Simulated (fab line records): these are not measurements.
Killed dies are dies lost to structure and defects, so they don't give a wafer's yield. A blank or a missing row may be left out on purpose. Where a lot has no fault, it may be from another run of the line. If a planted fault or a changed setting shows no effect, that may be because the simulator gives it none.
Struck lot and sound lot, side by side | flow rit-cmos | 27 steps out of a route of 202
Sound: wafers L626.1, L626.2, L626.5. Struck: wafer L642.5 (L642.1, L642.4, from the same lot, were not struck and are left out); the cause is given at the end.
Each step with rows lists, per side, the tool, then ch with its chambers, then its first start. Under that, the readings that differ: sound wafers | struck wafers | difference of the means | sigmas: that difference in standard deviations of wafers without a fault.
alike: same words and numbers on both sides, and readings whose means sit less than 2 such deviations apart. not compared: any withheld reading, any reading some wafer has no value for, any bound like >300 that may hide the same value, and any number with overlapping values for which the record gives no deviation.
A row with sigmas, a row that says differs or no value, or rows on one side alone: a step with any of these is where the two part. Numbers that don't overlap but have no deviation are shown without sigmas and don't part them. Lack of a reading on every wafer of one side parts them only where that side has two or more wafers.

first, 4 steps without rows for these wafers: RIT_CONTACT_SOFTBAKE_04 (time 60 s); RIT_CONTACT_EXPOSE_05 (exposes mask M11, target cd 1000 nm); RIT_CONTACT_PEB_06; RIT_CONTACT_DEVELOP_07 (develop time 120 s).
RIT_CONTACT_CD_MEAS_08: target cd 1000 nm.
  struck on cd-sem-02, day 6 12:46; sound on cd-sem-01, day 3 06:44
  alike: cd-nm
RIT_CONTACT_OVL_MEAS_09:
  struck on overlay-01, day 6 12:53; sound on overlay-01, day 3 06:51
  alike: CONTACT_OVL
then, 1 step without rows for these wafers: RIT_CONTACT_HARDBAKE_10 (time 60 s).
RIT_CONTACT_ETCH_11: etches SiO2 in CHF3/CF4/Ar, stops on TiSi2, target depth 480 nm, time 320 s.
  sound on rie-diel-01 ch 0,1, day 3 07:02; struck on rie-diel-02 ch 2, day 6 13:04
  alike: drypump-motor-current-A, oes-product-au, throttle-valve-pct
  not compared: rf-hours-counter-h
RIT_CONTACT_STRIP_12: strips in O2, time 180 s.
  sound on plasma-asher-01 ch 0,1, day 3 07:14; struck on plasma-asher-02 ch 1, day 6 13:16
  reading                     | sound       | struck | difference | sigmas
  drypump-motor-current-A (A) | 5.7 4.8 4.8 | 6.2    | +1.1       | +2
  not compared: rf-hours-counter-h
RIT_CONTACT_CD_MEAS_90: target cd 1000 nm.
  struck on cd-sem-02, day 6 13:26; sound on cd-sem-01, day 3 07:25
  alike: cd-nm
then, 2 steps without rows for these wafers: RIT_CONTACT_CLEAN_13 (cleans in SC1, time 600 s); RIT_CONTACT_CLEAN_14 (cleans in SC2, time 600 s).
RIT_M1_SPUTTER_00: material Al, target thk 400 nm, time 500 s.
  struck on pvd-sputter-03, day 6 13:56; sound on pvd-sputter-03, day 3 07:53
  reading                               | sound             | struck | difference | sigmas
  model.Al_of_M1_SPUTTER_00.thk-nm (nm) | 407.1 399.9 400.6 | 517.7  | +115.2     |
  alike: throttle-valve-pct
RIT_M1_RS_MEAS_01: the measuring method here is four-point-probe.
  struck on film-metro-02, day 6 14:14; sound on film-metro-03, day 3 08:10
  reading           | sound                | struck | difference | sigmas
  M1_AL_RS (ohm/sq) | 0.0721 0.0734 0.0733 | 0.0562 | -0.0167    | -18
RIT_M1_THK_MEAS_02: measures by xrf.
  struck on film-metro-02, day 6 14:21; sound on film-metro-03, day 3 08:17
  reading        | sound       | struck | difference | sigmas
  M1_AL_THK (nm) | 410 401 403 | 512    | +107       | +21
then, 6 steps without rows for these wafers: RIT_M1_HMDS_03 (prime time 60 s); RIT_M1_COAT_04 (resist thk 1300 nm); RIT_M1_SOFTBAKE_05 (time 60 s); RIT_M1_EXPOSE_06 (exposes mask M12, target cd 2600 nm); RIT_M1_PEB_07; RIT_M1_DEVELOP_08 (develop time 64.68 s).
RIT_M1_CD_MEAS_09: target cd 2600 nm.
  struck on cd-sem-01, day 6 15:25; sound on cd-sem-01, day 3 09:14
  alike: cd-nm
RIT_M1_OVL_MEAS_10:
  struck on overlay-01, day 6 15:32; sound on overlay-02, day 3 09:21
  reading     | sound        | struck | difference | sigmas
  M1_OVL (nm) | -0.2 0.7 0.1 | -2.5   | -2.7       | -2
then, 1 step without rows for these wafers: RIT_M1_HARDBAKE_11 (time 120 s).
RIT_M1_METAL_ETCH_12: etches Al in Cl2/BCl3, stops on SiO2, time 165 s, target depth 600 nm.
  sound on rie-metal-01 ch 0,1, day 3 09:38; struck on rie-metal-03 ch 1, day 6 15:49
  reading               | sound             | struck | difference | sigmas
  oes-product-au (a.u.) | 0.771 0.767 0.760 | 0.897  | +0.131     | +12
  alike: drypump-motor-current-A, throttle-valve-pct
  not compared: rf-hours-counter-h
then, 1 step without rows for these wafers: RIT_M1_STRIP_13 (strips in nmp, time 600 s).
RIT_M1_PROBE_99:
  struck on prober-01, day 6 18:43; sound on prober-02, day 3 11:58
  reading                                        | sound                       | struck    | difference | sigmas
  killed-short                                   | 9 4 5                       | 2         | -4         | -2
  model.etest.tester.sort-n-pass                 | 251 253 254                 | 79        | -174       |
  model.etest.tester.sort-yield-pct (%)          | 95.08 95.83 96.21           | 29.92     | -65.79     |
  model.etest.m1-comb-over-steps.leak-log10-a-um | -12.95 -12.7 -12.77         | -9.67     | +3.14      |
  model.etest.m1.rs-ohm-sq                       | 0.07082 0.07208 0.07185     | 0.05568   | -0.01590   |
  model.etest.antenna-m1.vt-shift-v (V)          | -0.009453 -0.01166 -0.01162 | -0.001319 | +0.009592  |
  alike: defect-limited-yield, killed-at-contacts, killed-at-front-end, killed-dies, killed-open

WHERE THEY PART
Earliest at RIT_CONTACT_STRIP_12; latest, in this record, at RIT_M1_PROBE_99.

WHY: what the simulator had put in
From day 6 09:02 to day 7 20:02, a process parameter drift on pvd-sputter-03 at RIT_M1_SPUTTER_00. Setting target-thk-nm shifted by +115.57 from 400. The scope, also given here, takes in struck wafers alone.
